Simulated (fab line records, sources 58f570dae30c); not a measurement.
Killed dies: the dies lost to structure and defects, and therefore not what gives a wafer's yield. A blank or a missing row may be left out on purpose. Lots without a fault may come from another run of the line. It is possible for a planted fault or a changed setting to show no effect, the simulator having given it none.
Which tool did it? || flow berkeleyCmos170 || Sampling: 14 lots, 42 wafers, 5 of 331 route steps

## WHAT EACH GAUGE READ, for each wafer
UCB170_NLDD_OVL_MEAS_07. Usual: for NLDD_OVL the level is 2 nm and the standard deviation is 5.2.
{"lot": "L711", "measured": "day 6 03:31", "on": "overlay-01", "NLDD_OVL (nm)": "-3 -6 2", "flag": ""}
{"lot": "L714", "measured": "day 7 00:10", "on": "overlay-01", "NLDD_OVL (nm)": "7 7 5", "flag": ""}
{"lot": "L715", "measured": "day 7 00:53", "on": "overlay-01", "NLDD_OVL (nm)": "-2 2 -7", "flag": ""}
{"lot": "L713", "measured": "day 7 02:26", "on": "overlay-01", "NLDD_OVL (nm)": "1 4 4", "flag": ""}
{"lot": "L717", "measured": "day 7 20:04", "on": "overlay-01", "NLDD_OVL (nm)": "2 1 0", "flag": ""}
{"lot": "L719", "measured": "day 8 06:22", "on": "overlay-01", "NLDD_OVL (nm)": "4 7 1", "flag": ""}
{"lot": "L720", "measured": "day 8 06:39", "on": "overlay-01", "NLDD_OVL (nm)": "2 -3 -4", "flag": ""}
{"lot": "L724", "measured": "day 8 21:41", "on": "overlay-01", "NLDD_OVL (nm)": "-2 5 2", "flag": ""}
{"lot": "L729", "measured": "day 9 18:59", "on": "overlay-02", "NLDD_OVL (nm)": "4 6 3", "flag": ""}
{"lot": "L728", "measured": "day 9 19:05", "on": "overlay-01", "NLDD_OVL (nm)": "2 -2 -1", "flag": ""}
{"lot": "L731", "measured": "day 10 07:29", "on": "overlay-02", "NLDD_OVL (nm)": "-6 -5 -6", "flag": ""}
{"lot": "L732", "measured": "day 10 10:19", "on": "overlay-01", "NLDD_OVL (nm)": "11 13 8", "flag": ""}
{"lot": "L733", "measured": "day 10 18:41", "on": "overlay-01", "NLDD_OVL (nm)": "5 6 2", "flag": ""}
{"lot": "L734", "measured": "day 10 18:58", "on": "overlay-01", "NLDD_OVL (nm)": "5 5 6", "flag": ""}

UCB170_PSD_CD_MEAS_06: the cd target is 1200 nm. Usual: cdNm reads 1200.2 nm (standard deviation 1.5).
{"lot": "L711", "measured": "day 6 10:24", "on": "cdSem-01", "cdNm (nm)": "1200.3 1200.8 1200.6", "flag": ""}
{"lot": "L714", "measured": "day 7 07:58", "on": "cdSem-02", "cdNm (nm)": "1198.0 1199.4 1199.8", "flag": ""}
{"lot": "L715", "measured": "day 7 08:31", "on": "cdSem-02", "cdNm (nm)": "1203.3 1201.3 1201.7", "flag": ""}
{"lot": "L713", "measured": "day 7 09:14", "on": "cdSem-01", "cdNm (nm)": "1198.8 1199.6 1200.9", "flag": ""}
{"lot": "L717", "measured": "day 8 02:38", "on": "cdSem-02", "cdNm (nm)": "1200.6 1201.6 1201.0", "flag": ""}
{"lot": "L719", "measured": "day 8 12:10", "on": "cdSem-01", "cdNm (nm)": "1201.6 1200.8 1202.2", "flag": ""}
{"lot": "L720", "measured": "day 8 11:55", "on": "cdSem-01", "cdNm (nm)": "1200.1 1200.1 1200.3", "flag": ""}
{"lot": "L724", "measured": "day 9 02:49", "on": "cdSem-02", "cdNm (nm)": "1200.0 1199.5 1201.2", "flag": ""}
{"lot": "L729", "measured": "day 10 01:30", "on": "cdSem-01", "cdNm (nm)": "- - -", "flag": "OFF"}
{"lot": "L728", "measured": "day 10 01:44", "on": "cdSem-02", "cdNm (nm)": "- - -", "flag": "OFF"}
{"lot": "L731", "measured": "day 10 15:16", "on": "cdSem-01", "cdNm (nm)": "1199.9 1200.7 1200.9", "flag": ""}
{"lot": "L732", "measured": "day 10 15:15", "on": "cdSem-02", "cdNm (nm)": "1200.0 1201.0 1201.4", "flag": ""}
{"lot": "L733", "measured": "day 11 03:11", "on": "cdSem-02", "cdNm (nm)": "1197.5 1197.2 1195.8", "flag": ""}
{"lot": "L734", "measured": "day 11 03:16", "on": "cdSem-01", "cdNm (nm)": "1197.6 1197.7 1199.0", "flag": ""}

UCB170_NSD_TW_MEAS_10. Usual: for NSD_TW the level is 4231 and the standard deviation is 44.
{"lot": "L711", "measured": "day 6 13:08", "on": "filmMetro-02", "NSD_TW": "4227 4255 4229", "flag": ""}
{"lot": "L714", "measured": "day 7 12:05", "on": "filmMetro-02", "NSD_TW": "4215 4214 4227", "flag": ""}
{"lot": "L715", "measured": "day 7 12:13", "on": "filmMetro-01", "NSD_TW": "4293 4292 4287", "flag": ""}
{"lot": "L713", "measured": "day 7 12:30", "on": "filmMetro-04", "NSD_TW": "4214 4229 4203", "flag": ""}
{"lot": "L717", "measured": "day 8 05:06", "on": "filmMetro-02", "NSD_TW": "4187 4193 4209", "flag": ""}
{"lot": "L719", "measured": "day 8 15:29", "on": "filmMetro-04", "NSD_TW": "4232 4200 4183", "flag": ""}
{"lot": "L720", "measured": "day 8 14:55", "on": "filmMetro-01", "NSD_TW": "4294 4278 4260", "flag": ""}
{"lot": "L724", "measured": "day 9 06:23", "on": "filmMetro-02", "NSD_TW": "4224 4213 4243", "flag": ""}
{"lot": "L729", "measured": "day 10 03:41", "on": "filmMetro-01", "NSD_TW": "4347 4334 4367", "flag": ""}
{"lot": "L728", "measured": "day 10 03:55", "on": "filmMetro-04", "NSD_TW": "4242 4232 4265", "flag": ""}
{"lot": "L731", "measured": "day 10 17:31", "on": "filmMetro-01", "NSD_TW": "4319 4310 4285", "flag": ""}
{"lot": "L732", "measured": "day 10 17:37", "on": "filmMetro-04", "NSD_TW": "4159 4176 4170", "flag": ""}
{"lot": "L733", "measured": "day 11 07:37", "on": "filmMetro-04", "NSD_TW": "4173 4187 4189", "flag": ""}
{"lot": "L734", "measured": "day 11 07:51", "on": "filmMetro-01", "NSD_TW": "4280 4292 4277", "flag": ""}

UCB170_SDANNEAL_RS_MEAS_02: the measuring method here is four-point-probe. Usual: for PSD_RS the level is 75.58 ohm/sq and the standard deviation is 0.29.
{"lot": "L711", "measured": "day 6 16:53", "on": "filmMetro-04", "PSD_RS (ohm/sq)": "75.78 75.76 75.54", "flag": ""}
{"lot": "L714", "measured": "day 7 13:50", "on": "filmMetro-02", "PSD_RS (ohm/sq)": "75.18 75.36 75.21", "flag": ""}
{"lot": "L715", "measured": "day 7 13:53", "on": "filmMetro-01", "PSD_RS (ohm/sq)": "75.31 75.27 75.15", "flag": ""}
{"lot": "L713", "measured": "day 7 14:12", "on": "filmMetro-04", "PSD_RS (ohm/sq)": "75.07 74.91 75.29", "flag": ""}
{"lot": "L717", "measured": "day 8 06:41", "on": "filmMetro-01", "PSD_RS (ohm/sq)": "75.18 75.36 75.52", "flag": ""}
{"lot": "L719", "measured": "day 8 17:20", "on": "filmMetro-04", "PSD_RS (ohm/sq)": "75.96 75.93 75.89", "flag": ""}
{"lot": "L720", "measured": "day 8 16:16", "on": "filmMetro-02", "PSD_RS (ohm/sq)": "75.67 75.47 75.77", "flag": ""}
{"lot": "L724", "measured": "day 9 07:31", "on": "filmMetro-01", "PSD_RS (ohm/sq)": "75.42 75.37 75.30", "flag": ""}
{"lot": "L729", "measured": "day 10 04:49", "on": "filmMetro-04", "PSD_RS (ohm/sq)": "75.76 75.93 75.44", "flag": ""}
{"lot": "L728", "measured": "day 10 05:01", "on": "filmMetro-01", "PSD_RS (ohm/sq)": "75.34 75.32 75.22", "flag": ""}
{"lot": "L731", "measured": "day 10 18:38", "on": "filmMetro-02", "PSD_RS (ohm/sq)": "76.01 75.68 76.27", "flag": ""}
{"lot": "L732", "measured": "day 10 19:01", "on": "filmMetro-04", "PSD_RS (ohm/sq)": "75.62 75.92 75.80", "flag": ""}
{"lot": "L733", "measured": "day 11 08:47", "on": "filmMetro-02", "PSD_RS (ohm/sq)": "75.74 75.45 75.93", "flag": ""}
{"lot": "L734", "measured": "day 11 09:03", "on": "filmMetro-01", "PSD_RS (ohm/sq)": "75.79 75.82 75.72", "flag": ""}

## EACH LOT AND THE TOOL THAT RAN IT (in order: tool; ch and the chambers of the sampled wafers; start)
{"lot": "L711", "UCB170_PSD_COAT_01": "lithoTrack-03 ch 0, day 6 09:43"}
{"lot": "L714", "UCB170_PSD_COAT_01": "lithoTrack-03 ch 0, day 7 07:17"}
{"lot": "L715", "UCB170_PSD_COAT_01": "lithoTrack-04 ch 0, day 7 07:17"}
{"lot": "L713", "UCB170_PSD_COAT_01": "lithoTrack-03 ch 0, day 7 07:46"}
{"lot": "L717", "UCB170_PSD_COAT_01": "lithoTrack-02 ch 0, day 8 01:34"}
{"lot": "L719", "UCB170_PSD_COAT_01": "lithoTrack-04 ch 0, day 8 10:16"}
{"lot": "L720", "UCB170_PSD_COAT_01": "lithoTrack-03 ch 0, day 8 10:04"}
{"lot": "L724", "UCB170_PSD_COAT_01": "lithoTrack-02 ch 0, day 9 02:08"}
{"lot": "L729", "UCB170_PSD_COAT_01": "lithoTrack-02, day 10 00:28"}
{"lot": "L728", "UCB170_PSD_COAT_01": "lithoTrack-03, day 10 00:30"}
{"lot": "L731", "UCB170_PSD_COAT_01": "lithoTrack-02 ch 0, day 10 13:54"}
{"lot": "L732", "UCB170_PSD_COAT_01": "lithoTrack-04 ch 0, day 10 14:00"}
{"lot": "L733", "UCB170_PSD_COAT_01": "lithoTrack-04 ch 0, day 11 02:23"}
{"lot": "L734", "UCB170_PSD_COAT_01": "lithoTrack-03 ch 0, day 11 02:31"}
- UCB170_PSD_COAT_01: resist thk 900 nm.

## WHAT THE TOOLS THEMSELVES READ (means of the sampled wafers that have a number; where no wafer has one, the mark that the record gives instead)
UCB170_PSD_COAT_01. Usual: chillPlateTempC 22.99 C, standard deviation 0.1; dispensePressureKPa 49 kPa, standard deviation 3.9.
{"lot": "L711", "tool": "lithoTrack-03", "chillPlateTempC (C)": 23.05, "dispensePressureKPa (kPa)": 49, "flag": ""}
{"lot": "L714", "tool": "lithoTrack-03", "chillPlateTempC (C)": 22.97, "dispensePressureKPa (kPa)": 49, "flag": ""}
{"lot": "L715", "tool": "lithoTrack-04", "chillPlateTempC (C)": 23.09, "dispensePressureKPa (kPa)": 42, "flag": ""}
{"lot": "L713", "tool": "lithoTrack-03", "chillPlateTempC (C)": 22.92, "dispensePressureKPa (kPa)": 49, "flag": ""}
{"lot": "L717", "tool": "lithoTrack-02", "chillPlateTempC (C)": 23.02, "dispensePressureKPa (kPa)": 52, "flag": ""}
{"lot": "L719", "tool": "lithoTrack-04", "chillPlateTempC (C)": 22.96, "dispensePressureKPa (kPa)": 42, "flag": ""}
{"lot": "L720", "tool": "lithoTrack-03", "chillPlateTempC (C)": 22.96, "dispensePressureKPa (kPa)": 49, "flag": ""}
{"lot": "L724", "tool": "lithoTrack-02", "chillPlateTempC (C)": 23.04, "dispensePressureKPa (kPa)": 52, "flag": ""}
{"lot": "L729", "tool": "lithoTrack-02", "chillPlateTempC (C)": "-", "dispensePressureKPa (kPa)": "-", "flag": "OFF"}
{"lot": "L728", "tool": "lithoTrack-03", "chillPlateTempC (C)": "-", "dispensePressureKPa (kPa)": "-", "flag": "OFF"}
{"lot": "L731", "tool": "lithoTrack-02", "chillPlateTempC (C)": 23.08, "dispensePressureKPa (kPa)": 52, "flag": ""}
{"lot": "L732", "tool": "lithoTrack-04", "chillPlateTempC (C)": 23.00, "dispensePressureKPa (kPa)": 42, "flag": ""}
{"lot": "L733", "tool": "lithoTrack-04", "chillPlateTempC (C)": 23.00, "dispensePressureKPa (kPa)": 42, "flag": ""}
{"lot": "L734", "tool": "lithoTrack-03", "chillPlateTempC (C)": 23.00, "dispensePressureKPa (kPa)": 49, "flag": ""}

## THE ANSWER, worked out from the rows above alone
Rule: a lot counts as off when the mean over its wafers that have a number is more than 3 standard deviations away from the usual mean. Also off: a lot with no number at a reading for which 4 or more lots have one. All remaining lots with rows at the step are treated as sound. After the gauges, taken in route order, come the tools' own readings; for these a lot's mean is taken, as printed above. At the first step where some lot is off, the reading lying furthest off is the one used; lots without a number count as furthest.
Off: L729, L728 (UCB170_PSD_CD_MEAS_06, cdNm). Without a number there: L729, L728.
A tool fits if, at a process step before that reading, it ran every lot that is off, and no sound lot after the first of them. The gauges at UCB170_PSD_CD_MEAS_06 aren't tried: what is off there is off at UCB170_PSD_COAT_01 too, on other tools, and a gauge's error can't cause that. None of those tried fits.

## WHAT THE SIMULATOR HAD PUT IN
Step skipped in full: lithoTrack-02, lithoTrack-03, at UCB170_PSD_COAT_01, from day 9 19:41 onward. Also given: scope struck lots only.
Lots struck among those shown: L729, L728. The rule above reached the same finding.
